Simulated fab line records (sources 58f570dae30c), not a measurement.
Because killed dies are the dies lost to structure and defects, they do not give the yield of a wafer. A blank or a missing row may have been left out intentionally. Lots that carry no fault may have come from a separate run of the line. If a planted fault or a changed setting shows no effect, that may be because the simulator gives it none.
2 desks, one fault    flow berkeleyCmos170    every desk sees just its own numbers, and what lay behind them comes last

FOR THE TOOL OWNER'S DESK: furnace-02
The tool's own readings at UCB170_GATE_OXIDATION_01 (target thk 6.6 nm, ox time 1800 s): means of the sampled wafers that have a number, for each lot that ran on this tool. A lot is out of limits, marked OUT, if its mean lies more than 4 standard deviations from the usual mean; the brackets give that distance.
Columns: A = spikeTcCentreC at UCB170_GATE_OXIDATION_01, usual 853.7 C; B = spikeTcLoadC at UCB170_GATE_OXIDATION_01, usual 872.6 C; C = tubeCenterTempC at UCB170_GATE_OXIDATION_01, usual 850 C; D = tube_center_temp_C_max at UCB170_GATE_OXIDATION_01, usual 852.2; E = zonePowerCentrePct at UCB170_GATE_OXIDATION_01, usual 43.5 %; F = zonePowerLoadPct at UCB170_GATE_OXIDATION_01, usual 21.1 %
lot   first seen here  A                 B      C              D                E     F
L602  day 8 04:30      851.8             875.6  850            852.3            44.6  20.3
L606  day 9 12:53      846.6 (-4.7) OUT  870.2  845 (-63) OUT  847.1 (-14) OUT  44.3  20.0
L607  day 9 12:53      847.2 (-4.3) OUT  870.9  845 (-64) OUT  847.1 (-15) OUT  44.4  20.0
L608  day 9 12:53      846.9 (-4.5) OUT  871.0  845 (-64) OUT  847.3 (-14) OUT  44.2  20.2
This desk's verdict: out of limits on L606, L607, L608, starting with L606 at day 9 12:53 (spikeTcCentreC at UCB170_GATE_OXIDATION_01). L602 stayed within limits.

METROLOGY DESK
What the gauges read, lot by lot, whatever tool the lot ran on: means of the sampled wafers that have a number. A lot is out of limits, marked OUT, if its mean lies more than 4 standard deviations from the usual mean; the brackets give that distance.
Columns: A = PVT_OVL at UCB170_PVT_OVL_MEAS_06, usual 0 nm; B = PVT_TW at UCB170_PVT_TW_MEAS_09, usual 507.2; C = FIELD_OXIDE_LEFT_2_THK at UCB170_FIELD_THK_MEAS_91, usual 350 nm; D = GATE_OXIDE_THK at UCB170_GATE_THK_MEAS_02, usual 6.52 nm; E = GATE_POLY_THK at UCB170_GATE_THK_MEAS_05, usual 213.1 nm; F = cdNm at UCB170_GATE_CD_MEAS_12, usual 349.7 nm; G = GATE_OVL at UCB170_GATE_OVL_MEAS_13, usual 0 nm
lot   first seen here  A   B      C    D                E      F      G
L596  day 6 22:32      4   507.8  359  6.74             211.4  348.2  -2
L602  day 8 00:20      3   508.6  351  6.53             217.0  349.8  4
L608  day 9 07:37      -2  506.5  355  6.23             212.1  349.7  -7
L607  day 9 07:55      4   507.1  343  6.24             213.3  349.0  2
L606  day 9 08:11      10  507.5  348  5.93 (-4.2) OUT  215.3  350.2  -2
L615  day 10 22:34     3   507.9  355  6.41             211.7  350.4  2
L618  day 11 06:16     -1  506.8  348  6.36             214.3  350.6  5
This desk reports L606 out of limits; the earliest was L606 at day 9 14:24 (GATE_OXIDE_THK at UCB170_GATE_THK_MEAS_02). L596, L602, L608, L607, L615, L618 stayed within limits.

PUT TOGETHER
On L606, L607, L608, at day 9 12:53, an alarm was possible from the tool owner's desk.
Metrology desk: alarm possible at day 9 14:24 on L606.
The metrology desk holds a record of L607, L608, inside its limits.
Of the lots named, all ran UCB170_GATE_OXIDATION_01 on furnace-02.

WHAT THE SIMULATOR HAD INSERTED
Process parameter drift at UCB170_GATE_OXIDATION_01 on furnace-02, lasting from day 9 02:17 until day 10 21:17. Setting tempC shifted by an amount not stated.
Lots struck among those shown: L606, L607, L608.
Hours from the fault's start to each desk's first reading out of limits: the tool owner's desk, 11; the metrology desk, 12.
